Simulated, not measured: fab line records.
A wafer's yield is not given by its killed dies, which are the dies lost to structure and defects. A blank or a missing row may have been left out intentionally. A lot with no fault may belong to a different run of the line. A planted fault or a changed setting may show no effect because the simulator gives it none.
Which tool did it?	flow berkeley cmos170	14 lots with 42 wafers sampled at 3 steps, on a route of 331 steps

== WHAT THE GAUGES READ, wafer by wafer ==
UCB170_FIELD_THK_MEAS_91.
lot	measured	on	FIELD_OXIDE_LEFT_2_THK (nm)
L261	day 5 08:57	film metro-01	350 348 356
L262	day 5 09:10	film metro-03	349 342 338
L263	day 5 18:31	film metro-01	347 352 359
L264	day 6 00:19	film metro-04	345 344 338
L266	day 6 06:49	film metro-04	360 358 353
L265	day 6 07:05	film metro-01	349 354 353
L270	day 7 09:45	film metro-01	343 350 349
L273	day 8 01:56	film metro-04	353 366 357
L274	day 8 15:15	film metro-01	359 367 363
L275	day 8 20:47	film metro-04	340 348 342
L277	day 8 20:51	film metro-01	352 348 341
L280	day 9 12:13	film metro-01	372 370 365
L281	day 9 12:30	film metro-03	377 366 375
L283	day 10 01:32	film metro-03	359 356 371

UCB170_NLDD_CD_MEAS_06: target cd 1200 nm.
lot	measured	on	cd nm (nm)
L261	day 5 23:39	cd sem-02	1199.0 1199.6 1200.5
L262	day 5 23:53	cd sem-01	1199.4 1199.6 1200.2
L263	day 6 09:53	cd sem-01	1199.8 1199.4 1199.4
L264	day 6 17:36	cd sem-01	1199.5 1199.3 1199.6
L266	day 6 22:23	cd sem-01	1201.1 1201.4 1202.4
L265	day 6 22:49	cd sem-01	1199.5 1200.2 1200.8
L270	day 8 01:14	cd sem-01	1200.9 1201.4 1200.4
L273	day 8 16:55	cd sem-01	1199.2 1200.3 1201.0
L274	day 9 03:32	cd sem-02	1199.7 1200.4 1201.1
L275	day 9 10:54	cd sem-01	1199.8 1199.9 1200.7
L277	day 9 11:28	cd sem-01	1199.9 1199.1 1198.6
L280	day 10 03:42	cd sem-01	1200.1 1201.3 1200.2
L281	day 10 04:36	cd sem-02	1199.3 1197.4 1198.2
L283	day 10 18:28	cd sem-01	1200.3 1199.9 1200.5

== WHAT TOOL EACH LOT RAN ON (gives the tool, then ch and the chambers of the sampled wafers, and finally the start) ==
lot	UCB170_PVT_STRIP_08
L261	plasma asher-02 ch 0,1, day 5 08:43
L262	plasma asher-02 ch 0,1, day 5 08:57
L263	plasma asher-03 ch 0,1, day 5 18:12
L264	plasma asher-02 ch 0,1, day 6 00:04
L266	plasma asher-02 ch 0,1, day 6 06:34
L265	plasma asher-03 ch 0,1, day 6 06:43
L270	plasma asher-03 ch 0,1, day 7 09:30
L273	plasma asher-02 ch 0,1, day 8 01:42
L274	plasma asher-04 ch 0,1, day 8 15:01
L275	plasma asher-03 ch 0,1, day 8 19:27
L277	plasma asher-04 ch 0,1, day 8 19:34
L280	plasma asher-03 ch 0,1, day 9 12:00
L281	plasma asher-04 ch 0,1, day 9 12:16
L283	plasma asher-03 ch 0,1, day 10 01:19
- UCB170_PVT_STRIP_08: strips in O2.

== WHAT THE TOOLS THEMSELVES READ (means of the sampled wafers that have a number; where no wafer has one, the mark that the record gives instead) ==
UCB170_PVT_STRIP_08.
lot	tool	drypump motor current A (A)	oes product au (a.u.)	strip time to endpoint s (s)
L261	plasma asher-02	5.7	0.733	21.59
L262	plasma asher-02	5.6	0.731	21.78
L263	plasma asher-03	5.9	0.734	21.57
L264	plasma asher-02	5.5	0.737	21.58
L266	plasma asher-02	5.7	0.736	21.53
L265	plasma asher-03	5.7	0.737	21.60
L270	plasma asher-03	5.7	0.732	21.71
L273	plasma asher-02	5.4	0.741	21.58
L274	plasma asher-04	5.6	0.735	21.55
L275	plasma asher-03	5.6	0.732	21.58
L277	plasma asher-04	5.1	0.731	21.70
L280	plasma asher-03	5.9	0.736	21.70
L281	plasma asher-04	5.6	0.730	21.57
L283	plasma asher-03	5.9	0.734	21.63

== THE ANSWER, worked out from the rows above alone ==
Rule: usual is defined by the lots themselves. The widest of any qualifying gaps counts: lots, ordered by their means at a reading, are off when they make up no more than a third of the lots, leave a main group of 4 or more, and stand apart from it by 3 or more times the standard deviation of that group's means. A main group whose means are all the same, to the digits that the tables above print for the reading, isn't used. Also off: a lot with no number at a reading for which 4 or more lots have one. All remaining lots with rows at the step are treated as sound. The gauges are gone through in route order, then the tools' own readings, and for those a lot's mean is taken as printed above. At the first step where some lot is off, the reading lying furthest off is the one used; lots without a number count as furthest.
Nothing can be told from this: no lot is off at any reading shown.

== WHAT THE SIMULATOR HAD PUT IN ==
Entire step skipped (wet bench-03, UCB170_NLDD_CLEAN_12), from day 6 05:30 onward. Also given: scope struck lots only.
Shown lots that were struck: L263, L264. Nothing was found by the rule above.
